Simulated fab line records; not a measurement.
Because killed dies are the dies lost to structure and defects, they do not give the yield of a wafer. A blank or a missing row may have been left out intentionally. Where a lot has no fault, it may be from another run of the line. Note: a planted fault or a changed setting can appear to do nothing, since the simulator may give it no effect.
Problem report, 8D (eight disciplines) form, completed by code / flow berkeleyCmos170 / the parts of the form that need people (team, actions taken, sign-off) are left out

1. WHAT IS WRONG
Wafers free of any fault read 0.0486 ohm/sq (standard deviation 0.00058) for M1_AL_RS at UCB170_M1_RS_MEAS_01, against a mean of 0.0646 ohm/sq on 3 wafers of 2 lots. Relative to the usual mean, that is a shift of +28 standard deviations.
The step: measures by four-point-probe.
Seen first at day 12 02:01 on filmMetro-04, wafer L387.2. The record has a number at this step for 40 wafers belonging to 14 lots. The rule behind "out" and "out of limits": a value lying over 4 standard deviations away from the usual mean. All remaining wafers that have a number are taken as sound.

2. WHAT IT IS, AND WHAT IT ISN'T
question=which readings at this step | is=M1_AL_RS | is not=-
question=which lots | is=L387, L388 | is not=L372, L373, L374, L375, L376, L378, L381, L383, L384, L390, L391, L393
question=which wafers of those lots | is=L387.2, L387.6, L388.6 | is not=L387.5
question=read on which gauges | is=filmMetro-04 | is not=filmMetro-01, filmMetro-03
question=when | is=from day 12 02:01 | is not=up to then (28 sound wafers); but 9 sound wafers of L390, L391, L393 came after

3. SUSPECTS, AND WHAT RULES EACH OUT
Counting: a tool at a process step up to the reading stays a suspect if it ran every lot that is out. Sound lots after the first of them don't rule it out here, since some wafers of a struck lot are sound.
- the gauge at UCB170_M1_RS_MEAS_01: ruled out. All the wafers that are out were read on filmMetro-04, but those of them that UCB170_M1_METAL_ETCH_12 has rows for are out there too, on other tools.
- pvdSputter-04 at UCB170_M1_SPUTTER_00 (material Al, target thk 600 nm, time 80 s): kept. Every lot that is out went through it, the first being L387 (day 12 01:56); the last sound lot it ran before that was L378 (day 10 17:30).
After counting, what remains is pvdSputter-04 at UCB170_M1_SPUTTER_00.

4. THE CAUSE (what the simulator had put in)
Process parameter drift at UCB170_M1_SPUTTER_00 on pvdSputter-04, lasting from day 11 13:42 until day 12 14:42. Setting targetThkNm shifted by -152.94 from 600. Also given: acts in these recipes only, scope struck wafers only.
This tool alone remained once counting was done.

5. SEQUENCE OF EFFECTS, ordered by route
Each row: a reading whose mean over the struck wafers that have a number lies more than 3 standard deviations from the usual. Scope: only readings with a usual standard deviation given in the record; hours: median across lots of the time from each lot's start at the first step in this table that gives one to its start at this step; sigmas: change in usual standard deviations.
hours=0; step=UCB170_M1_RS_MEAS_01; reading=M1_AL_RS; usual=0.0486 ohm/sq; on struck wafers=0.0646; change=+0.0160; sigmas=+28
hours=4; step=UCB170_M1_THK_MEAS_02; reading=M1_AL_THK; usual=591 nm; on struck wafers=443; change=-148; sigmas=-15
hours=9; step=UCB170_M1_METAL_ETCH_12; reading=oesProductAu; usual=0.858 a.u.; on struck wafers=0.744; change=-0.114; sigmas=-8.1
The process steps in it:
- UCB170_M1_METAL_ETCH_12: etches Al in Cl2/BCl3, stops on PSG, target depth 780 nm, time 130 s.

6. HOW IT WOULD HAVE BEEN CAUGHT EARLIER
Counted from the fault's start at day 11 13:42, it took 12 hours until the first out-of-limits reading at a measuring or inspecting step in this record, taken at day 12 02:01.
Of the tool readings at UCB170_M1_SPUTTER_00 for which the record gives a usual standard deviation, none was out on any struck wafer, so an alarm limit of 4 standard deviations on them would not have fired.
L388, from the lots that are out (2), started UCB170_M1_SPUTTER_00 on pvdSputter-04 later than day 12 02:01. Had the tool been put on hold then, it would have been spared.
